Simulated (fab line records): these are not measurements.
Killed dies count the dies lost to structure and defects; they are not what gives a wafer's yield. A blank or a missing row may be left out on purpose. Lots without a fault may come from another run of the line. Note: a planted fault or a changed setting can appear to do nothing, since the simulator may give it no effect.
Commonality check across tools | flow berkeley cmos170 | Sampled: 14 lots, 42 wafers

== WHY IT WAS OPENED ==
Of 14 lots, 2 have the reading PSD_TW flagged at UCB170_PSD_TW_MEAS_10. Wafers without a fault read 2319, standard deviation 14.
Rule: flag the lot when none of its wafers has a number, or when each of its wafers that has one lies beyond 4 standard deviations from that mean. As for the other lots, they are considered sound.

lot  | measured     | on            | PSD_TW, wafer by wafer | flag
L424 | day 7 00:46  | film metro-04 | 2343 2327 2319         |
L427 | day 8 00:39  | film metro-02 | 2337 2321 2336         |
L426 | day 8 00:45  | film metro-02 | 2869 2864 2865         | FLAGGED
L425 | day 8 01:07  | film metro-01 | 2817 2825 2838         | FLAGGED
L428 | day 8 08:10  | film metro-04 | 2348 2324 2340         |
L437 | day 10 10:17 | film metro-01 | 2325 2324 2333         |
L436 | day 10 10:30 | film metro-01 | 2327 2336 2315         |
L438 | day 10 10:58 | film metro-02 | 2324 2326 2325         |
L441 | day 11 01:23 | film metro-01 | 2295 2296 2299         |
L442 | day 11 01:33 | film metro-04 | 2327 2323 2322         |
L443 | day 11 01:35 | film metro-01 | 2308 2300 2305         |
L444 | day 11 14:41 | film metro-04 | 2331 2331 2336         |
L446 | day 12 06:12 | film metro-04 | 2342 2334 2331         |
L447 | day 12 06:33 | film metro-02 | 2317 2311 2317         |
Average over the flagged lots: 2846; offset from the usual +527, equal to +38 standard deviations.

== WHICH TOOL EACH LOT WENT THROUGH ==
3 process steps preceding the reading are held in the record, out of 331 steps in the route. Every cell lists first the tool, next ch and the chambers used by the sampled wafers, and last the start.
lot  | flag    | UCB170_PLDD_STRIP_10                 | UCB170_PSD_IMPLANT_08           | UCB170_PSD_STRIP_09
L424 |         | plasma asher-04 ch 0,1, day 6 15:46  | implanter-04 ch 0, day 7 00:32  | plasma asher-02 ch 0,1, day 7 00:41
L427 |         | plasma asher-01 ch 0,1, day 7 14:22  | implanter-01 ch 0, day 8 00:26  | plasma asher-01 ch 0,1, day 8 00:34
L426 | FLAGGED | plasma asher-04 ch 0,1, day 7 14:13  | implanter-03 ch 0, day 8 00:12  | plasma asher-03 ch 0,1, day 8 00:38
L425 | FLAGGED | plasma asher-04 ch 0,1, day 7 14:28  | implanter-04 ch 0, day 8 00:34  | plasma asher-02 ch 0,1, day 8 01:00
L428 |         | plasma asher-01 ch 0,1, day 7 21:50  | implanter-03 ch 0, day 8 07:55  | plasma asher-01 ch 0,1, day 8 08:04
L437 |         | plasma asher-03 ch 0,1, day 10 02:22 | implanter-01 ch 0, day 10 10:03 | plasma asher-03 ch 0,1, day 10 10:10
L436 |         | plasma asher-04 ch 0,1, day 10 02:09 | implanter-03 ch 0, day 10 10:17 | plasma asher-02 ch 0,1, day 10 10:25
L438 |         | plasma asher-04 ch 0,1, day 10 02:38 | implanter-04 ch 0, day 10 10:44 | plasma asher-03 ch 0,1, day 10 10:52
L441 |         | plasma asher-03 ch 0,1, day 10 16:54 | implanter-01 ch 0, day 11 01:10 | plasma asher-02 ch 0,1, day 11 01:19
L442 |         | plasma asher-03 ch 0,1, day 10 16:20 | implanter-04 ch 0, day 11 01:18 | plasma asher-03 ch 0,1, day 11 01:27
L443 |         | plasma asher-04 ch 0,1, day 10 16:36 | implanter-03 ch 0, day 11 01:22 | plasma asher-02 ch 0,1, day 11 01:29
L444 |         | plasma asher-04 ch 0,1, day 11 04:02 | implanter-01 ch 0, day 11 14:26 | plasma asher-03 ch 0,1, day 11 14:34
L446 |         | plasma asher-04 ch 1, day 11 22:02   | implanter-01 ch 0, day 12 05:58 | plasma asher-02 ch 0,1, day 12 06:05
L447 |         | plasma asher-04 ch 0,1, day 11 21:51 | implanter-04 ch 0, day 12 06:18 | plasma asher-02 ch 0,1, day 12 06:27
What the steps here do:
- UCB170_PLDD_STRIP_10: strips in O2.
- UCB170_PSD_IMPLANT_08
- UCB170_PSD_STRIP_09: strips in O2.
- UCB170_PSD_TW_MEAS_10

== FLAGGED OVER TOTAL, TOOL BY TOOL (the gauges that took the reading come last) ==
step                  | tool            | lots run | flagged | share of the flagged lots | sound lots run after its first flagged lot
UCB170_PLDD_STRIP_10  | plasma asher-01 | 2        | 0       | none                      | -
UCB170_PLDD_STRIP_10  | plasma asher-03 | 3        | 0       | none                      | -
UCB170_PLDD_STRIP_10  | plasma asher-04 | 9        | 2       | all                       | 6 (L436,L438,L443,L444,L447,L446)
UCB170_PSD_IMPLANT_08 | implanter-01    | 5        | 0       | none                      | -
UCB170_PSD_IMPLANT_08 | implanter-03    | 4        | 1       | some                      | 3 (L428,L436,L443)
UCB170_PSD_IMPLANT_08 | implanter-04    | 5        | 1       | some                      | 3 (L438,L442,L447)
UCB170_PSD_STRIP_09   | plasma asher-01 | 2        | 0       | none                      | -
UCB170_PSD_STRIP_09   | plasma asher-02 | 7        | 1       | some                      | 5 (L436,L441,L443,L446,L447)
UCB170_PSD_STRIP_09   | plasma asher-03 | 5        | 1       | some                      | 4 (L437,L438,L442,L444)
UCB170_PSD_TW_MEAS_10 | film metro-01   | 5        | 1       | some                      | 4 (L437,L436,L441,L443)
UCB170_PSD_TW_MEAS_10 | film metro-02   | 4        | 1       | some                      | 2 (L438,L447)
UCB170_PSD_TW_MEAS_10 | film metro-04   | 5        | 0       | none                      | -

== WHAT THE TABLE ALLOWS ==
Rows of the table that ran each flagged lot: 1, that is plasma asher-04 at UCB170_PLDD_STRIP_10.
- plasma asher-04 at UCB170_PLDD_STRIP_10: 2 of its 9 lots flagged. Lots that were sound ran on it after the first flagged one (L436, L438, L443, L444, L447, L446); a persistent fault on the entire tool would not allow that.
None of the table's rows ran every flagged lot and, after the first, no sound lot.

== WHAT THE SIMULATOR HAD INSERTED ==
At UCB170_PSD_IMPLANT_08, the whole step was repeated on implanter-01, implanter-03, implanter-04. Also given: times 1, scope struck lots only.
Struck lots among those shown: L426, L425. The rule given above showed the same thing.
